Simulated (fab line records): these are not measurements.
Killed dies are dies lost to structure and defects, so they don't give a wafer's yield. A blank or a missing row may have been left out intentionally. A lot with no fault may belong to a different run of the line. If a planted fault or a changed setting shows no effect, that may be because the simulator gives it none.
Struck lot and sound lot, side by side | flow ritCmos | 14 out of 202 route steps
Sound: the wafers L883.1, L883.3, L883.4. Wafers L891.2, L891.3, L891.4 were the ones struck. Last of all comes the cause.
Per side, at each step with rows, come the tool, then ch with its chambers, and then its first start. Under that, the readings that differ: sound wafers | struck wafers | difference of the means | sigmas: that difference in standard deviations of wafers without a fault.
alike: a reading whose means differ by less than 2 such deviations, as well as words and numbers matching on both sides. not compared: withheld readings; readings where some wafer has no value; bounds like >300 that might hide an equal value; numbers whose values overlap and for which the record gives no deviation.
Wherever a step has rows on one side only, a row that says differs or no value, or a row with sigmas, the two part there. Non-overlapping numbers with no deviation appear without sigmas and do not part them. A reading that every wafer of one side lacks parts them only if that side has two wafers or more.

first, 1 step without rows for these wafers: RIT_GATE_HARDBAKE_18 (time 60 s).
RIT_GATE_ETCH_19: etches poly-Si in SF6/CHF3/O2, stops on SiO2, time 165 s, target depth 312.5 nm.
  sound on rieSi-01 ch 1,2, day 2 18:31; struck on rieSi-02 ch 1,2,3, day 4 15:10
  alike: SF6_flow_sccm, drypumpMotorCurrentA, oesProductAu, throttleValvePct
  not compared: rfHoursCounterH
RIT_GATE_STRIP_20: strips in O2, time 180 s.
  sound on plasmaAsher-03 ch 0,1, day 2 18:37; struck on plasmaAsher-02 ch 0,1, day 4 15:16
  alike: drypumpMotorCurrentA
  not compared: rfHoursCounterH
RIT_GATE_CD_MEAS_90: the cd target is 150 nm.
  struck on cdSem-02, day 4 15:28; sound on cdSem-02, day 2 18:48
  alike: cdNm
then, 4 steps without rows for these wafers: RIT_REOX_CLEAN_00 (cleans in SC1, time 600 s); RIT_REOX_CLEAN_01 (cleans in dHF, time 30 s); RIT_REOX_CLEAN_02 (cleans in SC2, time 600 s); RIT_REOX_OXIDATION_03 (target thk 25.2 nm, ox time 5580 s).
RIT_REOX_THK_MEAS_04:
  struck on filmMetro-04, day 4 20:32; sound on filmMetro-02, day 2 23:37
  alike: REOX_OXIDE_THK
then, 3 steps without rows for these wafers: RIT_NLDD_HMDS_00 (prime time 60 s); RIT_NLDD_COAT_01 (resist thk 1000 nm); RIT_NLDD_SOFTBAKE_02 (time 60 s).
RIT_NLDD_EXPOSE_03: exposes mask M7, target cd 40700 nm.
  sound on ilineStepper-02 ch 0, day 3 00:07; struck on ilineStepper-02 ch 0, day 4 21:10
reading | sound          | struck                  | difference | sigmas
mask    | M7#0 M7#0 M7#0 | M7_R1#0 M7_R1#0 M7_R1#0 | differs    | 
  alike: exposureDoseMJCm2, focusOffsetNm
then, 1 step without rows for these wafers: RIT_NLDD_PEB_04.

WHERE THEY PART
RIT_NLDD_EXPOSE_03 only, going by this record.

WHY: what the simulator had put in
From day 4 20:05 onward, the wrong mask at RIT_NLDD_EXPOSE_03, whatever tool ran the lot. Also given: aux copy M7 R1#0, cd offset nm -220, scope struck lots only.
